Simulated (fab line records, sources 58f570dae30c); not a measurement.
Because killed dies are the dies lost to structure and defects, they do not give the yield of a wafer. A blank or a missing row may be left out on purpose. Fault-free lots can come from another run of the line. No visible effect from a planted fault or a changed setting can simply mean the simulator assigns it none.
Tool commonality check + flow berkeley cmos170 + Lots sampled 13, wafers sampled 39

REASON IT WAS OPENED
Of 13 lots, 2 have the reading M1_OVL flagged at UCB170_M1_OVL_MEAS_10. No-fault wafers: -2 nm, standard deviation 5.3.
Rule: flag the lot when none of its wafers has a number, or when each of its wafers that has one lies beyond 4 standard deviations from that mean. All remaining lots are regarded as sound.

| lot  | measured     | on         | M1_OVL (nm), wafer by wafer | flag    |
|------|--------------|------------|-----------------------------|---------|
| L646 | day 7 05:43  | overlay-02 | -7 -5 -1                    |         |
| L647 | day 7 06:41  | overlay-01 | -2 3 5                      |         |
| L645 | day 7 07:58  | overlay-02 | -6 2 -7                     |         |
| L649 | day 7 20:14  | overlay-02 | -6 -2 -2                    |         |
| L650 | day 7 22:01  | overlay-01 | 7 -4 1                      |         |
| L653 | day 8 18:29  | overlay-02 | 56 52 52                    | FLAGGED |
| L654 | day 9 12:21  | overlay-01 | 52 53 55                    | FLAGGED |
| L656 | day 9 17:47  | overlay-01 | 0 1 0                       |         |
| L660 | day 10 05:11 | overlay-01 | -9 -7 -2                    |         |
| L665 | day 11 00:44 | overlay-02 | 5 -1 2                      |         |
| L663 | day 11 00:55 | overlay-02 | -2 -2 5                     |         |
| L664 | day 11 23:05 | overlay-01 | 10 5 5                      |         |
| L668 | day 12 02:27 | overlay-02 | -2 9 2                      |         |
The numbers of the flagged lots are 53 nm on average: +55 nm against the usual, or +10 standard deviations.

EACH LOT AND THE TOOL IT RAN ON
Before the reading, the record contains 2 process steps out of a 331-step route. Each cell gives the tool, then ch followed by the chambers the sampled wafers passed through, then the start.
| lot  | flag    | UCB170_PWELL_ETCH_14              | UCB170_M1_EXPOSE_06               |
|------|---------|-----------------------------------|-----------------------------------|
| L646 |         | rie diel-02 ch 0,1,2, day 3 10:33 | krf scanner-02 ch 0, day 7 05:12  |
| L647 |         | rie diel-04 ch 0,1,2, day 3 09:29 | krf scanner-02 ch 0, day 7 06:00  |
| L645 |         | rie diel-04 ch 0,3, day 3 10:50   | krf scanner-01 ch 0, day 7 07:09  |
| L649 |         | rie diel-02 ch 1,2,3, day 3 23:23 | krf scanner-01 ch 0, day 7 19:11  |
| L650 |         | rie diel-01 ch 0,2,3, day 3 23:52 | krf scanner-02 ch 0, day 7 21:31  |
| L653 | FLAGGED | rie diel-01 ch 0,2,3, day 4 14:20 | krf scanner-01 ch 0, day 8 17:20  |
| L654 | FLAGGED | rie diel-02 ch 0,1,2, day 4 23:52 | krf scanner-01 ch 0, day 9 11:52  |
| L656 |         | rie diel-04 ch 0,1,3, day 5 06:08 | krf scanner-02 ch 0, day 9 17:15  |
| L660 |         | rie diel-04 ch 0,1,2, day 5 23:04 | krf scanner-02 ch 0, day 10 04:29 |
| L665 |         | rie diel-04 ch 0,2, day 7 07:09   | krf scanner-02 ch 0, day 11 00:11 |
| L663 |         | rie diel-02 ch 1,2,3, day 6 16:34 | krf scanner-02 ch 0, day 11 00:22 |
| L664 |         | rie diel-01 ch 0,3, day 7 13:43   | krf scanner-02 ch 0, day 11 22:35 |
| L668 |         | rie diel-01 ch 1,2,3, day 8 07:34 | krf scanner-02 ch 0, day 12 01:56 |
What is done by these steps:
- UCB170_PWELL_ETCH_14: etches Si3N4 in CH3F/Ar/O2, stops on SiO2, target depth 242 nm, time 151 s.
- UCB170_M1_EXPOSE_06: exposes mask METAL1, target cd 700 nm.
- UCB170_M1_OVL_MEAS_10

FLAGGED OVER TOTAL, TOOL BY TOOL (the gauges that took the reading come last)
| step                  | tool           | lots run | flagged | share of the flagged lots | sound lots run after its first flagged lot |
|-----------------------|----------------|----------|---------|---------------------------|--------------------------------------------|
| UCB170_PWELL_ETCH_14  | rie diel-01    | 4        | 1       | some                      | 2 (L664,L668)                              |
| UCB170_PWELL_ETCH_14  | rie diel-02    | 4        | 1       | some                      | 1 (L663)                                   |
| UCB170_PWELL_ETCH_14  | rie diel-04    | 5        | 0       | none                      | -                                          |
| UCB170_M1_EXPOSE_06   | krf scanner-01 | 4        | 2       | all                       | 0                                          |
| UCB170_M1_EXPOSE_06   | krf scanner-02 | 9        | 0       | none                      | -                                          |
| UCB170_M1_OVL_MEAS_10 | overlay-01     | 6        | 1       | some                      | 3 (L656,L660,L664)                         |
| UCB170_M1_OVL_MEAS_10 | overlay-02     | 7        | 1       | some                      | 3 (L665,L663,L668)                         |

WHAT THE TABLE ALLOWS
All flagged lots share 1 row of the table, namely krf scanner-01 at UCB170_M1_EXPOSE_06.
- krf scanner-01 at UCB170_M1_EXPOSE_06 ran 4 lots, 2 of them flagged. Its last sound lot is L649 (day 7 19:11), its first flagged lot L653 (day 8 17:20): a fault that began between those two fits.
One tool is left: krf scanner-01 at UCB170_M1_EXPOSE_06.

WHAT HAD BEEN PUT IN BY THE SIMULATOR
Scanner matching overlay: krf scanner-01, from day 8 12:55 on, at UCB170_M1_EXPOSE_06. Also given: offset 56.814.
Lots struck among those shown: L653, L654. The rule above found the same.
